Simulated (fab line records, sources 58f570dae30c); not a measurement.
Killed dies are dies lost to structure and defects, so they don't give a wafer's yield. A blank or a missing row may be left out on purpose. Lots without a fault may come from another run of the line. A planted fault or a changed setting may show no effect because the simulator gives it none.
A sampling plan put to the test | flow berkeley_cmos170 | one fab line, 32 faults that these records tell of, each judged on the records of the lots that it struck
The plan is the line's own looks: the steps of the route at which a gauge or an inspection reads the wafer and doesn't change it. A look can be judged if struck wafers have a number there and the file gives its usual mean and standard deviation on fault-free wafers. Caught: at a look after the fault's first step, the mean of the struck wafers lies 4 or more of those standard deviations (sigma) from the usual mean. On the tool: the same test on the tool's own readings at the fault's steps. Another recipe on the struck wafers, or a record that is blank for them alone, also counts as caught.

THE FAULTS, as the simulator had put them in
1. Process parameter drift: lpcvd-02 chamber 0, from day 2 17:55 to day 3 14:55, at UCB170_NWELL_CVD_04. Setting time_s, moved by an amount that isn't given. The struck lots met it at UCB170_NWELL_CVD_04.
2. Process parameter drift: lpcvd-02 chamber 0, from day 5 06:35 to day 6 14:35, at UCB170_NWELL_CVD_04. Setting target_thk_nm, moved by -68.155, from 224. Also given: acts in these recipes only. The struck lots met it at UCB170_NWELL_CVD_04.
3. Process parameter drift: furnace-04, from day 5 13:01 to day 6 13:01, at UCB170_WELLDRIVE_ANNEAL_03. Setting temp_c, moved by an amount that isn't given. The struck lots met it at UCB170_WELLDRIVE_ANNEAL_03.
4. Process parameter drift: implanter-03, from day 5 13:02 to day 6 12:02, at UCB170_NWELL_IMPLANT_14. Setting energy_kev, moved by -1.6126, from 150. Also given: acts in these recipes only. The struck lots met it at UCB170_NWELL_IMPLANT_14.
5. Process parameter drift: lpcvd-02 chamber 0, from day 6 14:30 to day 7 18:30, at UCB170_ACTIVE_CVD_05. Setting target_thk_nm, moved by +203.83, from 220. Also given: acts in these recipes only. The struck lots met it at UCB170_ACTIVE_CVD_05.
6. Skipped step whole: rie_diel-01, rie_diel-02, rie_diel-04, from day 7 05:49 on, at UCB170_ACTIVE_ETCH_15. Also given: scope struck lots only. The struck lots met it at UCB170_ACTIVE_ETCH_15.
7. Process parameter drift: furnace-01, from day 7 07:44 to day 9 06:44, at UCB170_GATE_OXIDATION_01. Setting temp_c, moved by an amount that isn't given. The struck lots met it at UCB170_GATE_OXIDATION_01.
8. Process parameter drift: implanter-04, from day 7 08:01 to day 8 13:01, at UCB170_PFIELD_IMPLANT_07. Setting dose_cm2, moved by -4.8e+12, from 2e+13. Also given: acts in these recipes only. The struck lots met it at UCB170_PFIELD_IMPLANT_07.
9. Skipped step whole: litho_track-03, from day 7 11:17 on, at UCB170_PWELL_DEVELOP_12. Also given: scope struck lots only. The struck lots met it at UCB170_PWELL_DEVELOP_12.
10. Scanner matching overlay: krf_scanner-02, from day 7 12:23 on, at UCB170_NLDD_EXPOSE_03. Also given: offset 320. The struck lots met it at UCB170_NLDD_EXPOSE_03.
11. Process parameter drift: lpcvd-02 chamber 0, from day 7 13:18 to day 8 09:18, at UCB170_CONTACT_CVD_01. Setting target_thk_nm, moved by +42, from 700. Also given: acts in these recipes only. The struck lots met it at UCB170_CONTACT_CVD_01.
12. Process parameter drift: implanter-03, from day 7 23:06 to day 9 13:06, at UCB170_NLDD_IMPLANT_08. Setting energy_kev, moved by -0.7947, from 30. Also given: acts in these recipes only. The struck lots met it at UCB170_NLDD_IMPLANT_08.
13. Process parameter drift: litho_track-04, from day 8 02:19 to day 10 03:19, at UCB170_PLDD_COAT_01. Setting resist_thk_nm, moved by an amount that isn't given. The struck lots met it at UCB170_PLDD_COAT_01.
14. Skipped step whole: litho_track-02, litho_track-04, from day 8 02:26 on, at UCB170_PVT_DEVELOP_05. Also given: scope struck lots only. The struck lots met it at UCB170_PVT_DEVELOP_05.
15. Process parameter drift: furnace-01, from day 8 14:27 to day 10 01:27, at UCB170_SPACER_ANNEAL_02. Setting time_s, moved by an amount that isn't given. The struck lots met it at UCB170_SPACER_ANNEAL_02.
16. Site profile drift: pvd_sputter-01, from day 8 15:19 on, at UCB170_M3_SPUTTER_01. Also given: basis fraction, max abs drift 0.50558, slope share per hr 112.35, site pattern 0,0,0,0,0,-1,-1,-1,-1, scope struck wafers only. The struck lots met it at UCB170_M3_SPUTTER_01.
17. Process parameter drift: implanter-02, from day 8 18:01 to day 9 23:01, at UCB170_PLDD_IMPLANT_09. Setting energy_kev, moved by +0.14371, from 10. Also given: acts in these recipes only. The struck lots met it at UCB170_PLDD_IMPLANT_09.
18. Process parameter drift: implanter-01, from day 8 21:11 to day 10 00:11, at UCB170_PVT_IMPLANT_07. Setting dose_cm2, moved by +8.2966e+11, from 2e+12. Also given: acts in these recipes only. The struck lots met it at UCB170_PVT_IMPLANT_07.
19. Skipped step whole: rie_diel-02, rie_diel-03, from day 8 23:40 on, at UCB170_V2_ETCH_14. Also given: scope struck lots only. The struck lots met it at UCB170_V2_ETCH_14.
20. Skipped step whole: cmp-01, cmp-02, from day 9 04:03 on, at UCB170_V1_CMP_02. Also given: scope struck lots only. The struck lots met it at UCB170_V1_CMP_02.
21. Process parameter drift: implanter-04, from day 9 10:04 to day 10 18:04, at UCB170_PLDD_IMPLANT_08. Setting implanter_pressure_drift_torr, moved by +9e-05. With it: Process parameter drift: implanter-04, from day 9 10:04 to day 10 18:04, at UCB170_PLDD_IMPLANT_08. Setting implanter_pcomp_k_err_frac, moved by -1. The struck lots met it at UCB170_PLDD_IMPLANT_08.
22. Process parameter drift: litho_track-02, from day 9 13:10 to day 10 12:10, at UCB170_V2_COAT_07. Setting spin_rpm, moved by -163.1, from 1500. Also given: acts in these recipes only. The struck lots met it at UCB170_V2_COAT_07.
23. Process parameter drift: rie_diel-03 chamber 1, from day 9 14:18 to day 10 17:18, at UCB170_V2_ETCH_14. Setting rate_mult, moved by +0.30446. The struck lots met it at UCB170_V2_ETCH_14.
24. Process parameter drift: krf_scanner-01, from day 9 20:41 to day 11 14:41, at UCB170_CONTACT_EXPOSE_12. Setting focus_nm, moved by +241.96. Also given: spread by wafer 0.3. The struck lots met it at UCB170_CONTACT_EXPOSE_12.
25. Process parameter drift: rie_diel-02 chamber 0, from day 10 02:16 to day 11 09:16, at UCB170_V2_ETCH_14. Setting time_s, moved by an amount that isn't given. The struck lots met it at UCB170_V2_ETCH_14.
26. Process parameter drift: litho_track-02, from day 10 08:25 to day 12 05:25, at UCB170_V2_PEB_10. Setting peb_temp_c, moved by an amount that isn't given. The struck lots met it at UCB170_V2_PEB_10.
27. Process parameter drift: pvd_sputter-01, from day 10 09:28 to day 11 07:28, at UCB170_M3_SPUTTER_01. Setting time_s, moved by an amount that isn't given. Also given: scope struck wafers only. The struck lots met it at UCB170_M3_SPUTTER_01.
28. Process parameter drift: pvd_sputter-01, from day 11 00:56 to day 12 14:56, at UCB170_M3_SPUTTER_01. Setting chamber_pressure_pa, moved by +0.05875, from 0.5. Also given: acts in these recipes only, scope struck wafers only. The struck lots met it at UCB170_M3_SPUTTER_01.
29. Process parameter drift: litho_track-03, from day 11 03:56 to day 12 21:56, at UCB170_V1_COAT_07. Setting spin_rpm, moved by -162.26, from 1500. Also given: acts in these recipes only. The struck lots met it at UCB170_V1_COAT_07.
30. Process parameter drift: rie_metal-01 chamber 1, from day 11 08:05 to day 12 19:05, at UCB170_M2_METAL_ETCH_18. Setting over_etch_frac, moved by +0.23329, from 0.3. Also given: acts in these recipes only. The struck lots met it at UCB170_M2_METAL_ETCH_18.
31. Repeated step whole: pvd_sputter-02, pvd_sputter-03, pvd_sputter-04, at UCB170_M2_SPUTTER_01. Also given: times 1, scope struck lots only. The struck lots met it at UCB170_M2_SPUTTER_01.
32. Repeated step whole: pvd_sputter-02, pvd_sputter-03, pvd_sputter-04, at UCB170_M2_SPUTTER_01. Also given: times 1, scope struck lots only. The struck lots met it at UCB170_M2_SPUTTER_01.

WHAT THE PLAN SAW
fault | on the tool itself                               | first look that catches it                      | reading, sigma                                      | median hours from its first step to that look | hours from the fault's start to the first struck lot there | judged looks passed uncaught
1     | under 2 sigma                                    | UCB170_NWELL_THK_MEAS_05                        | NWELL_NITRIDE_THK -5.5                              | 1.9                                           | 5                                                          | 0
2     | no reading that can be judged                    | UCB170_NWELL_THK_MEAS_05                        | NWELL_NITRIDE_THK -35                               | 2.0                                           | 19                                                         | 0
3     | tube_center_temp_C +99 or beyond sigma           | no look after it can be judged                  | -                                                   | -                                             | -                                                          | 0
4     | beam_energy_keV -32 sigma                        | no look after it can be judged                  | -                                                   | -                                             | -                                                          | 0
5     | under 2 sigma                                    | UCB170_ACTIVE_THK_MEAS_06                       | ACTIVE_NITRIDE_THK +99 or beyond                    | 1.9                                           | 10                                                         | 0
6     | the tool's record is blank for the struck wafers | no look after it can be judged                  | -                                                   | -                                             | -                                                          | 0
7     | tube_center_temp_C +99 or beyond sigma           | UCB170_GATE_THK_MEAS_02                         | GATE_OXIDE_THK +11                                  | 1.5                                           | 9                                                          | 0
8     | dose_ions_cm2 -99 or beyond sigma                | UCB170_PFIELD_TW_MEAS_09                        | PFIELD_TW -6.8                                      | 0.2                                           | 3                                                          | 0
9     | no reading that can be judged                    | no look after it can be judged                  | -                                                   | -                                             | -                                                          | 0
10    | no reading that can be judged                    | UCB170_NLDD_OVL_MEAS_07                         | NLDD_OVL +54                                        | 0.6                                           | 8                                                          | 1
11    | under 2 sigma                                    | UCB170_CONTACT_THK_MEAS_02                      | CONTACT_PSG_THK +7.4                                | 1.8                                           | 4                                                          | 0
12    | beam_energy_keV -79 sigma                        | no look after it can be judged                  | -                                                   | -                                             | -                                                          | 0
13    | no reading that can be judged                    | UCB170_PLDD_CD_MEAS_06                          | cd_nm +8.5                                          | 1.1                                           | 11                                                         | 0
14    | no reading that can be judged                    | no look after it can be judged                  | -                                                   | -                                             | -                                                          | 0
15    | no reading that can be judged                    | UCB170_SDANNEAL_RS_MEAS_04                      | PLDD_RS -18                                         | 8.6                                           | 23                                                         | 0
16    | under 2 sigma                                    | UCB170_M3_RS_MEAS_02                            | M3_AL_RS +32                                        | 0.1                                           | 32                                                         | 0
17    | beam_energy_keV +45 sigma                        | no look after it can be judged                  | -                                                   | -                                             | -                                                          | 0
18    | dose_ions_cm2 +99 or beyond sigma                | UCB170_PVT_TW_MEAS_09                           | PVT_TW +11                                          | 0.3                                           | 8                                                          | 0
19    | the tool's record is blank for the struck wafers | no look after it can be judged                  | -                                                   | -                                             | -                                                          | 0
20    | the tool's record is blank for the struck wafers | UCB170_V1_THK_MEAS_04                           | V1_POLISHED_THK +99 or beyond                       | 0.4                                           | 2                                                          | 1
21    | end_station_pressure_torr +99 or beyond sigma    | UCB170_SDANNEAL_RS_MEAS_04                      | PLDD_RS -26                                         | 13.0                                          | 26                                                         | 1
22    | spin_speed_rpm -99 or beyond sigma               | no look after it can be judged                  | -                                                   | -                                             | -                                                          | 0
23    | under 2 sigma                                    | no look after it can be judged                  | -                                                   | -                                             | -                                                          | 0
24    | exposure_dose_mJ_cm2 -5.8 sigma                  | not the one look that can be judged after it    | strongest: cd_nm at UCB170_CONTACT_CD_MEAS_15, +3.7 | -                                             | -                                                          | 1
25    | run_length_s +67 sigma                           | no look after it can be judged                  | -                                                   | -                                             | -                                                          | 0
26    | heater_power_total_W +25 sigma                   | UCB170_V2_CD_MEAS_12                            | cd_nm +8.0                                          | 0.3                                           | 6                                                          | 0
27    | under 2 sigma                                    | UCB170_M3_RS_MEAS_02                            | M3_AL_RS +8.7                                       | 0.1                                           | 6                                                          | 0
28    | chamber_pressure_pa +58 sigma                    | none of the 4 looks that can be judged after it | strongest: M3_AL_THK at UCB170_M3_THK_MEAS_03, -2.1 | -                                             | -                                                          | 4
29    | spin_speed_rpm -99 or beyond sigma               | no look after it can be judged                  | -                                                   | -                                             | -                                                          | 0
30    | oes_product_au -8.8 sigma                        | none of the 2 looks that can be judged after it | -                                                   | -                                             | -                                                          | 2
31    | under 2 sigma                                    | UCB170_M2_RS_MEAS_02                            | M2_AL_RS -46                                        | 0.4                                           | -                                                          | 0
32    | under 2 sigma                                    | UCB170_M2_RS_MEAS_02                            | M2_AL_RS -46                                        | 0.4                                           | -                                                          | 0
A dash: the fault isn't caught, or these records don't give the number.

Caught at a look: 17 of 32. Caught on the tool: 18 of 32. By one or the other: 29 of 32.
Caught on the tool alone: faults 3, 4, 6, 12, 17, 19, 22, 24, 25, 28, 29, 30.
Caught at a look alone: faults 1, 2, 5, 10, 11, 13, 15, 16, 27, 31, 32.
Caught by neither: faults 9, 14, 23.

THINNER SAMPLING
If the look that catches a fault measured only every second or every third lot, by lot number, the first struck lot would be measured this late in the worst case:
fault | struck lots at that look, in order of time | every lot | every second lot | every third lot
1     | L823                                       | 5 h       | may miss it      | may miss it
2     | L149                                       | 19 h      | may miss it      | may miss it
5     | L475                                       | 10 h      | may miss it      | may miss it
7     | L901, L900                                 | 9 h       | 9 h              | may miss all 2
8     | L203, L207                                 | 3 h       | may miss all 2   | may miss all 2
10    | L301, L302, L303, L304                     | 8 h       | 8 h              | 14 h
11    | L207, L209                                 | 4 h       | may miss all 2   | may miss all 2
13    | L533, L534                                 | 11 h      | 20 h             | may miss all 2
15    | L319, L318, L320                           | 23 h      | 23 h             | 23 h
16    | L901, L902                                 | 32 h      | 37 h             | may miss all 2
18    | L952, L956                                 | 8 h       | may miss all 2   | may miss all 2
20    | L385, L387                                 | 2 h       | may miss all 2   | may miss all 2
21    | L723, L726                                 | 26 h      | 27 h             | may miss all 2
26    | L208, L206                                 | 6 h       | may miss all 2   | may miss all 2
27    | L288, L290                                 | 6 h       | may miss all 2   | may miss all 2
Hours are from the fault's start to the first struck lot that is measured. The limit of 4 sigma was tested on all struck wafers together, so one lot alone may lie under it. Other struck lots may not be in these records.

THE LONGEST TIMED WAY FROM STEP TO LOOK
Fault 21: a median of 13.0 hours passes between UCB170_PLDD_IMPLANT_08 and UCB170_SDANNEAL_RS_MEAS_04. The look between them that can be judged stayed within 4 sigma: UCB170_PLDD_TW_MEAS_11.
